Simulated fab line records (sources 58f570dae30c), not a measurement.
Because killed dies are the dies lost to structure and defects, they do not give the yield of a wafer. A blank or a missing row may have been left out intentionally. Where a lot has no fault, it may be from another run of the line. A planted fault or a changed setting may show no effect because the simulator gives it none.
fab line records	flow berkeleyCmos170
record lots=14	wafers=42	lastDay=13
route steps=331 shown ZERO@12 NVT@112 PLDD@154 M2@289
lots untouched by any fault: they come from a run of this same line in which no faults occurred
startH: start of the lot's first displayed wafer, in hours after the record's first day	waitH: hours from the lot's prior step to this one	" as in the row above	L1.1+2: one row covering several wafers at once	- either no value or no given start	* or withheld: withheld	< > ~ a bound
route shown NAME@n: names a module that has steps shown in the file, with the first one's number in the route	usual: the fault-free wafers' mean and standard deviation	same: alike in all rows	chamber/n: place in a boat	sites: per-site readings	_std_site: the standard deviation of these	_edge_site: mean of outer sites minus mean of inner sites	radiusMm: how far each site lies from the wafer's centre	mask NAME#n: copy n	behind: tool/chamber where the wafer was last shaped	hold: cause of the lot's hold/its duration in hours/its outcome	device: the n, p or np transistor that did not switch	end of line: tests of these same wafers at the route's end	a step given without rows: its recipe and nothing more	killed: not the wafer's yield, but the dies lost to structure and defects at the first sort	map: a wafer's dies, marking killed ones x, the rest . and places with no die _
set.NAME: the setting the step ran with; set.NAME@STEP: the setting that earlier step ran with	model.NAME: the simulator's own value behind a step, which no gauge read
a sample of lots followed through the steps of the route, with each step as a table and each wafer as a row
services: the hour from which a tool's chamber was out of use, counted from the record's first day as startH (under 0 if before that day), plus the number of hours and why
## steps
# step UCB170_ZERO_ETCH_06
# recipe chemistry=CHF3/CF4/Ar	target=SiO2	timeS=12	pressureMtorr=100	rfW=500	CHF3_flow_sccm=50	cf4FlowSccm=10	Ar_flow_sccm=120	overEtchFrac=1.58
# usual chamberPressureMTorr=99.99/0.092	drypumpMotorCurrentA=5.7/0.56	oesProductAu=0.619/0.0076	throttleValvePct=9.21/0.14
# same overEtchFrac=1.58	timeS=12
lot.wafer	tool	chamber	startH	waitH	chamberPressureMTorr	drypumpMotorCurrentA	oesProductAu	rfHoursCounterH	throttleValvePct
L524.1	rieDiel-01	1	23.40	-	100.05	6.0	0.626	80	9.30
L524.2	"	3	"	"	99.93	5.9	0.620	76	9.34
L524.6	"	2	"	"	100.04	5.5	0.621	-	9.19
L525.1	rieDiel-03	1	28.92	-	99.92	5.2	0.630	1	9.29
L525.2	"	0	"	"	100.03	4.7	0.613	107	9.40
L525.3	"	2	"	"	99.77	6.1	0.621	20	9.27
L526.4	rieDiel-03	3	33.66	-	100.09	6.4	0.617	44	9.25
L526.5	"	0	"	"	100.06	4.7	0.620	-	9.42
L526.6	"	1	"	"	100.01	5.1	0.624	-	9.29
L528.1	rieDiel-04	0	46.39	-	100.09	5.7	0.609	4	9.00
L528.2	"	2	"	"	100.06	5.9	0.634	12	9.04
L528.6	"	0	"	"	99.98	5.7	0.611	-	9.02
L530.2	rieDiel-03	3	54.32	-	99.97	6.4	0.624	45	9.27
L530.4	"	0	"	"	100.04	4.7	0.623	108	9.42
L530.6	"	3	"	"	100.06	6.4	0.621	-	9.27
L531.3	rieDiel-04	3	54.35	-	100.14	6.3	0.615	13	9.25
L531.4	"	1	"	"	99.89	5.0	0.614	30	9.01
L531.6	"	0	"	"	100.10	5.7	0.610	-	9.01
L536.2	rieDiel-01	1	83.35	-	99.97	6.0	0.636	82	9.31
L536.3	"	2	"	"	100.00	5.4	0.616	89	9.19
L536.6	"	0	"	"	99.95	6.1	0.632	-	8.98
L538.1	rieDiel-03	1	89.07	-	100.02	5.2	0.616	4	9.27
L538.3	"	0	"	"	100.21	4.7	0.615	109	9.41
L538.6	"	1	"	"	99.89	5.2	0.620	-	9.28
L539.2	rieDiel-04	1	93.79	-	100.10	5.0	0.613	32	9.02
L539.3	"	3	"	"	99.93	6.3	0.613	15	9.26
L539.6	"	1	"	"	100.00	5.0	0.609	-	9.01
L540.3	rieDiel-03	2	100.21	-	99.96	6.1	0.617	23	9.29
L540.5	"	1	"	"	100.05	5.2	0.619	-	9.29
L540.6	"	0	"	"	99.98	4.7	0.612	-	9.41
L541.1	rieDiel-04	3	106.18	-	99.89	6.3	0.625	15	9.24
L541.2	"	0	"	"	99.95	5.7	0.612	7	9.02
L541.5	"	3	"	"	100.07	6.3	0.614	-	9.27
L542.1	rieDiel-03	1	109.72	-	100.03	5.2	0.620	5	9.27
L542.2	"	3	"	"	99.97	6.4	0.617	47	9.26
L542.6	"	1	"	"	100.00	5.2	0.619	-	9.29
L544.1	rieDiel-03	2	124.54	-	100.12	6.1	0.621	24	9.28
L544.2	"	0	"	"	99.96	4.7	0.617	111	9.40
L544.3	"	3	"	"	99.97	6.4	0.618	48	9.26
L547.3	rieDiel-04	3	134.57	-	99.91	6.3	0.611	16	9.25
L547.4	"	3	"	"	100.00	6.3	0.613	-	9.25
L547.6	"	0	"	"	99.79	5.7	0.617	-	9.01
# step UCB170_NVT_STRIP_08
# recipe chemistry=O2	powerW=400	pressureMtorr=3500	platenTempC=withheld	o2FlowSccm=400	overashFraction=0.5
# usual chamberPressureMTorr=3499.6/2.7	drypumpMotorCurrentA=6.0/0.46	oesProductAu=0.734/0.0047	stripTimeToEndpointS=21.64/0.063
lot.wafer	tool	chamber	startH	waitH	chamberPressureMTorr	drypumpMotorCurrentA	oesProductAu	rfHoursCounterH	stripTimeToEndpointS
L524.1	plasmaAsher-02	0	125.66	0.1	3505.3	6.7	0.732	40	21.65
L524.2	"	1	"	"	3498.6	6.1	0.732	40	21.77
L524.6	"	0	"	"	3502.9	6.7	0.744	-	21.69
L525.1	plasmaAsher-03	1	138.32	0.1	3502.5	6.2	0.741	2	21.75
L525.2	"	0	"	"	3501.5	5.9	0.734	2	21.72
L525.3	"	0	"	"	3500.1	5.9	0.731	-	21.65
L526.4	plasmaAsher-03	0	138.91	0.1	3497.5	5.9	0.748	-	21.71
L526.5	"	0	"	"	3496.0	5.9	0.735	-	21.70
L526.6	"	1	"	"	3495.9	6.1	0.733	-	21.65
L528.1	plasmaAsher-03	1	152.59	0.1	3501.9	6.1	0.732	4	21.66
L528.2	"	0	"	"	3502.6	5.8	0.728	4	21.68
L528.6	"	0	"	"	3499.2	5.8	0.738	-	21.59
L530.2	plasmaAsher-02	0	165.44	0.1	3502.7	6.7	0.730	45	21.71
L530.4	"	0	"	"	3499.1	6.7	0.737	-	21.73
L530.6	"	0	"	"	3502.8	6.7	0.732	-	21.74
L531.3	plasmaAsher-01	1	165.74	0.1	3499.3	5.2	0.727	-	21.59
L531.4	"	0	"	"	3506.0	5.7	0.739	-	21.69
L531.6	"	0	"	"	3501.5	5.7	0.731	-	21.60
L536.2	plasmaAsher-03	1	187.80	0.1	3506.4	6.2	0.731	8	21.57
L536.3	"	1	"	"	3498.5	6.1	0.731	-	21.57
L536.6	"	0	"	"	3499.6	5.8	0.728	-	21.61
L538.1	plasmaAsher-01	1	210.18	0.1	3498.6	5.2	0.739	41	21.73
L538.3	"	0	"	"	3496.1	5.7	0.735	-	21.65
L538.6	"	0	"	"	3497.2	5.6	0.735	-	21.66
L540.3	plasmaAsher-02	0	210.49	0.1	3501.1	6.7	0.728	-	21.56
L540.5	"	0	"	"	3497.7	6.7	0.736	-	21.55
L540.6	"	1	"	"	3492.5	6.1	0.730	-	21.57
L539.2	plasmaAsher-03	1	210.54	0.1	3498.9	6.1	0.728	10	21.65
L539.3	"	0	"	"	3496.0	5.8	0.732	-	21.66
L539.6	"	1	"	"	3500.8	6.1	0.734	-	21.70
L542.1	plasmaAsher-02	0	223.74	0.1	3504.0	6.7	0.738	51	21.58
L542.2	"	1	"	"	3502.2	6.1	0.730	51	21.65
L542.6	"	0	"	"	3496.0	6.7	0.739	-	21.55
L541.1	plasmaAsher-01	1	223.81	0.1	3498.9	5.2	0.732	43	21.67
L541.2	"	0	"	"	3504.0	5.7	0.728	43	21.71
L541.5	"	0	"	"	3499.7	5.7	0.742	-	21.69
L544.1	plasmaAsher-01	0	246.72	0.1	3505.4	5.7	0.734	45	21.75
L544.2	"	1	"	"	3504.2	5.2	0.735	45	21.72
L544.3	"	0	"	"	3500.0	5.7	0.737	-	21.76
L547.3	plasmaAsher-02	1	258.62	0.1	3499.0	6.1	0.738	-	21.69
L547.4	"	0	"	"	3499.9	6.7	0.735	-	21.59
L547.6	"	0	"	"	3497.3	6.7	0.727	-	21.58
# step UCB170_PLDD_IMPLANT_09
# recipe species=BF2	doseCm2=5e+13	energyKev=10	tiltDeg=7	rotationDeg=180
# usual doseIonsCm2=5e+13/5.6e+10	faradayCurrentUA=159/3.1	tiltDeg=6.998/0.018
lot.wafer	tool	chamber	startH	waitH	doseIonsCm2	faradayCurrentUA	tiltDeg
L524.1	implanter-03	0	145.90	0.1	4.994e+13	157	6.989
L524.2	"	0	"	"	4.996e+13	159	6.999
L524.6	"	0	"	"	4.991e+13	165	6.975
L526.4	implanter-03	0	160.64	0.1	5.005e+13	160	6.994
L526.5	"	0	"	"	4.999e+13	158	6.989
L526.6	"	0	"	"	5.007e+13	157	6.982
L525.1	implanter-04	0	160.68	0.1	4.998e+13	159	6.981
L525.2	"	0	"	"	4.997e+13	159	7.010
L525.3	"	0	"	"	4.998e+13	159	7.019
L528.1	implanter-04	0	171.55	0.1	5.004e+13	161	6.990
L528.2	"	0	"	"	5.007e+13	155	7.011
L528.6	"	0	"	"	5.007e+13	159	6.983
L531.3	implanter-01	0	185.94	0.1	4.992e+13	158	6.993
L531.4	"	0	"	"	5.001e+13	156	6.997
L531.6	"	0	"	"	4.992e+13	162	7.014
L530.2	implanter-03	0	186.40	0.1	5.004e+13	160	6.981
L530.4	"	0	"	"	5.005e+13	163	6.996
L530.6	"	0	"	"	5.004e+13	160	7.007
L536.2	implanter-03	0	213.97	0.1	5.004e+13	151	7.028
L536.3	"	0	"	"	5.001e+13	159	6.998
L536.6	"	0	"	"	4.997e+13	161	7.027
L538.1	implanter-04	0	229.30	0.1	2.757e+13	88	6.966
L538.3	"	0	"	"	2.754e+13	88	7.014
L538.6	"	0	"	"	2.752e+13	85	6.988
L540.3	implanter-03	0	229.62	0.1	5.001e+13	159	6.998
L540.5	"	0	"	"	4.998e+13	161	6.975
L540.6	"	0	"	"	4.997e+13	160	6.994
L539.2	implanter-04	0	229.69	0.1	2.756e+13	88	6.985
L539.3	"	0	"	"	2.758e+13	89	7.013
L539.6	"	0	"	"	2.747e+13	88	7.005
L542.1	implanter-01	0	244.75	0.1	5.006e+13	160	6.994
L542.2	"	0	"	"	5.003e+13	155	6.996
L542.6	"	0	"	"	4.991e+13	161	7.008
L541.1	implanter-03	0	245.02	0.1	5.008e+13	160	7.001
L541.2	"	0	"	"	5.002e+13	150	6.971
L541.5	"	0	"	"	4.997e+13	161	7.005
L544.1	implanter-01	0	264.98	0.1	5.008e+13	164	6.984
L544.2	"	0	"	"	5.005e+13	155	6.985
L544.3	"	0	"	"	5.008e+13	160	6.999
L547.3	implanter-03	0	281.02	0.1	5.009e+13	156	7.005
L547.4	"	0	"	"	5.006e+13	160	7.009
L547.6	"	0	"	"	5.005e+13	155	7.002
# step UCB170_PLDD_TW_MEAS_11
# usual PLDD_TW=1008/8.3
lot.wafer	tool	chamber	startH	waitH	PLDD_TW
L524.1	filmMetro-01	-	146.15	0.1	996
L524.2	"	-	"	"	1001
L524.6	"	-	"	"	998
L526.4	filmMetro-01	-	160.85	0.1	992
L526.5	"	-	"	"	992
L526.6	"	-	"	"	999
L525.1	filmMetro-03	-	160.93	0.1	1019
L525.2	"	-	"	"	1012
L525.3	"	-	"	"	1017
L528.1	filmMetro-02	-	171.80	0.1	1009
L528.2	"	-	"	"	1009
L528.6	"	-	"	"	1006
L531.3	filmMetro-03	-	186.16	0.1	1016
L531.4	"	-	"	"	1015
L531.6	"	-	"	"	1012
L530.2	filmMetro-03	-	186.63	0.1	1012
L530.4	"	-	"	"	1014
L530.6	"	-	"	"	1014
L536.2	filmMetro-03	-	214.20	0.1	1011
L536.3	"	-	"	"	1011
L536.6	"	-	"	"	1019
L538.1	filmMetro-03	-	229.55	0.1	943
L538.3	"	-	"	"	941
L538.6	"	-	"	"	941
L540.3	filmMetro-02	-	229.84	0.1	1011
L540.5	"	-	"	"	1005
L540.6	"	-	"	"	1014
L539.2	filmMetro-03	-	229.93	0.1	938
L539.3	"	-	"	"	940
L539.6	"	-	"	"	938
L542.1	filmMetro-01	-	245.00	0.1	999
L542.2	"	-	"	"	997
L542.6	"	-	"	"	998
L541.1	filmMetro-02	-	245.27	0.1	1019
L541.2	"	-	"	"	1014
L541.5	"	-	"	"	1012
L544.1	filmMetro-02	-	265.23	0.1	1015
L544.2	"	-	"	"	1006
L544.3	"	-	"	"	1008
L547.3	filmMetro-02	-	281.24	0.1	1008
L547.4	"	-	"	"	1015
L547.6	"	-	"	"	1000
# step UCB170_SDANNEAL_RS_MEAS_04
# recipe thkMeasGauge=four-point-probe
# usual PLDD_RS=1031.8/2.9
lot.wafer	tool	chamber	startH	waitH	PLDD_RS[ohm/sq]
L524.1	filmMetro-02	-	159.78	0.1	1031.1
L524.2	"	-	"	"	1030.1
L524.6	"	-	"	"	1028.6
L525.1	filmMetro-03	-	174.62	0.1	1030.4
L525.2	"	-	"	"	1031.8
L525.3	"	-	"	"	1033.9
L526.4	filmMetro-01	-	174.90	0.1	1031.8
L526.5	"	-	"	"	1033.6
L526.6	"	-	"	"	1030.6
L528.1	filmMetro-03	-	188.15	0.1	1032.9
L528.2	"	-	"	"	1032.5
L528.6	"	-	"	"	1031.9
L530.2	filmMetro-03	-	199.75	0.1	1032.6
L530.4	"	-	"	"	1034.0
L530.6	"	-	"	"	1032.2
L531.3	filmMetro-01	-	200.05	0.1	1030.4
L531.4	"	-	"	"	1030.6
L531.6	"	-	"	"	1029.1
L536.2	filmMetro-02	-	232.07	0.1	1026.9
L536.3	"	-	"	"	1027.1
L536.6	"	-	"	"	1027.6
L538.1	filmMetro-01	-	244.24	0.1	1257.6
L538.3	"	-	"	"	1257.1
L538.6	"	-	"	"	1258.0
L540.3	filmMetro-03	-	244.28	0.1	1035.1
L540.5	"	-	"	"	1035.6
L540.6	"	-	"	"	1033.0
L539.2	filmMetro-02	-	244.44	0.1	1259.5
L539.3	"	-	"	"	1257.9
L539.6	"	-	"	"	1258.0
L541.1	filmMetro-03	-	259.95	0.1	1030.1
L541.2	"	-	"	"	1028.5
L541.5	"	-	"	"	1029.4
L542.1	filmMetro-02	-	260.39	0.1	1036.7
L542.2	"	-	"	"	1034.0
L542.6	"	-	"	"	1031.8
L544.1	filmMetro-03	-	280.11	0.1	1036.1
L544.2	"	-	"	"	1032.4
L544.3	"	-	"	"	1035.4
L547.3	filmMetro-01	-	293.53	0.1	1035.0
L547.4	"	-	"	"	1035.6
L547.6	"	-	"	"	1035.5
# step UCB170_M2_METAL_ETCH_18
# recipe chemistry=Cl2/BCl3	target=Al	stopOn=SiO2	pressureMtorr=12	targetDepthA=11700	overEtchFrac=0.3	timeS=195	icpW=600	biasW=120	Cl2_flow_sccm=90	bcl3FlowSccm=45
# usual chamberPressureMTorr=12.000/0.012	drypumpMotorCurrentA=6.0/0.51	heBacksideLeakSccm=3.37/0.24	oesProductAu=0.856/0.015	throttleValvePct=24.41/0.21
# same overEtchFrac=0.3	timeS=195
lot.wafer	tool	chamber	startH	waitH	chamberPressureMTorr	drypumpMotorCurrentA	heBacksideLeakSccm	oesProductAu	rfHoursCounterH	throttleValvePct
L524.1	rieMetal-01	0	176.44	-	11.991	6.1	3.33	0.843	7.7	24.07
L524.2	"	0	"	"	11.997	6.0	3.53	0.832	-	24.08
L524.6	"	0	"	"	12.003	6.1	3.52	0.833	-	24.08
L525.1	rieMetal-01	1	191.63	-	11.993	6.0	3.27	0.869	6.2	24.66
L525.2	"	0	"	"	11.987	6.1	3.43	0.848	8.4	24.06
L525.3	"	0	"	"	12.013	6.1	3.52	0.842	-	24.05
L526.4	rieMetal-03	1	192.06	-	11.996	6.7	3.50	0.838	-	24.42
L526.5	"	1	"	"	11.999	6.7	3.71	0.840	-	24.39
L526.6	"	1	"	"	11.978	6.7	3.56	0.840	-	24.40
L528.1	rieMetal-01	1	201.13	-	12.003	6.0	3.61	0.868	6.5	24.65
L528.2	"	0	"	"	11.992	6.1	3.87	0.843	8.7	24.07
L528.6	"	1	"	"	12.006	6.0	3.99	0.882	-	24.64
L530.2	rieMetal-02	0	216.01	-	12.002	5.3	2.95	0.855	0.4	24.67
L530.4	"	1	"	"	12.022	5.6	3.09	0.871	-	24.42
L530.6	"	1	"	"	11.993	5.6	3.19	0.866	-	24.42
L531.3	rieMetal-01	0	216.19	-	12.008	6.1	3.42	0.839	-	24.08
L531.4	"	1	"	"	12.011	6.0	3.70	0.864	-	24.64
L531.6	"	1	"	"	12.009	6.0	3.58	0.859	-	24.65
L536.2	rieMetal-03	1	247.28	-	11.983	6.7	3.77	0.841	-	24.41
L536.3	"	1	"	"	11.980	6.7	3.89	0.842	-	24.38
L536.6	"	1	"	"	12.017	6.8	3.47	0.845	-	24.41
L538.1	rieMetal-01	0	258.36	-	11.998	6.1	3.53	0.839	9.9	24.06
L538.3	"	1	"	"	12.003	6.0	3.70	0.883	-	24.64
L538.6	"	1	"	"	12.011	6.0	3.56	0.878	-	24.66
L540.3	rieMetal-03	1	261.05	-	12.008	6.8	3.44	0.827	-	24.41
L540.5	"	0	"	"	12.004	6.6	3.28	0.866	-	24.37
L540.6	"	1	"	"	11.993	6.8	3.49	0.845	-	24.40
L539.2	rieMetal-02	0	261.99	-	11.990	5.3	3.05	0.859	1.9	24.67
L539.3	"	1	"	"	11.981	5.6	3.26	0.870	-	24.44
L539.6	"	0	"	"	11.964	5.3	3.10	0.867	-	24.67
L541.1	rieMetal-01	1	276.91	-	11.998	6.0	3.51	0.881	8.1	24.64
L541.2	"	0	"	"	11.992	6.1	3.58	0.837	10.3	24.06
L541.5	"	1	"	"	12.011	6.0	3.54	0.871	-	24.65
L542.1	rieMetal-02	1	277.63	-	12.006	5.6	3.16	0.871	7.6	24.41
L542.2	"	0	"	"	12.007	5.3	3.15	0.862	2.1	24.66
L542.6	"	1	"	"	11.974	5.6	3.21	0.872	-	24.43
L544.1	rieMetal-03	0	294.69	-	12.009	6.6	3.21	0.868	4.1	24.37
L544.2	"	1	"	"	11.989	6.7	3.16	0.850	7.3	24.40
L544.3	"	0	"	"	11.986	6.6	3.15	0.878	-	24.36
L547.3	rieMetal-02	1	309.13	-	11.997	5.6	3.13	0.874	-	24.41
L547.4	"	0	"	"	11.995	5.3	3.05	0.845	-	24.65
L547.6	"	1	"	"	12.001	5.6	3.24	0.876	-	24.42
## services
tool	chamber	startH	hours	kind
plasmaAsher-03	-	15.71	12.1	repair
implanter-03	-	17.78	2.7	repair
plasmaAsher-02	-	18.65	6.5	repair
rieDiel-04	3	32.49	14.6	repair
plasmaAsher-03	-	92.30	6.0	repair
plasmaAsher-03	-	96.48	5.0	repair
implanter-03	-	107.73	5.1	pm
rieDiel-03	0	108.33	3.9	repair
plasmaAsher-03	-	108.75	9.0	pm
plasmaAsher-03	-	110.58	4.2	repair
implanter-03	-	117.86	1.8	pm
plasmaAsher-03	-	120.34	3.6	repair
rieDiel-04	2	128.59	12.0	repair
rieDiel-04	1	136.98	13.0	repair
rieMetal-01	1	170.32	11.7	repair
rieMetal-01	-	183.74	2.8	pm
rieDiel-03	-	190.23	2.0	repair
rieMetal-01	-	198.76	0.4	repair
rieDiel-04	3	204.72	4.5	repair
rieDiel-04	0	223.10	10.7	repair
rieDiel-03	-	239.31	0.2	repair
rieDiel-04	-	239.83	15.6	pm
rieDiel-03	-	269.70	0.4	repair
implanter-03	-	285.80	0.6	repair
## key
firstSign step=UCB170_PLDD_IMPLANT_09	reading=doseIonsCm2	direction=down	sigmas=99+	usual=5e+13	struck=2.754e+13
effect step=UCB170_PLDD_IMPLANT_09	reading=faradayCurrentUA	direction=down	sigmas=23	usual=159	struck=88
effect step=UCB170_PLDD_TW_MEAS_11	reading=PLDD_TW	direction=down	sigmas=8.2	usual=1008	struck=940
effect step=UCB170_SDANNEAL_RS_MEAS_04	reading=PLDD_RS	direction=up	sigmas=77	usual=1031.8	struck=1258.0
metAt UCB170_PLDD_IMPLANT_09
struckLots L538,L539
sortLeftOut L539.2,L539.3,L539.6
testerLeftOut L538,L539
notActingAt UCB170_ZERO_ETCH_06,UCB170_NVT_STRIP_08,UCB170_M2_METAL_ETCH_18
onsetBetween 171.55 229.30
fault kind=processParameterDrift	tool=implanter-04	chamber=-	onsetH=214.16	steps=UCB170_PLDD_IMPLANT_09	channel=doseCm2	offset=-2.25e+13	shape=step	endH=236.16	actsIn=theseRecipesOnly	stated=5e+13
# testerLeftOut: of these lots the tester's yield and bins aren't shown, on N5 and GAA mostly nor the transistor test; their killed dies are dies lost to structure and defects alone, not to doping, threshold or leakage, so they don't give the yield
# sortLeftOut: the simulated sort isn't trusted on such a fault, so these wafers' sort isn't shown, and their yield isn't known
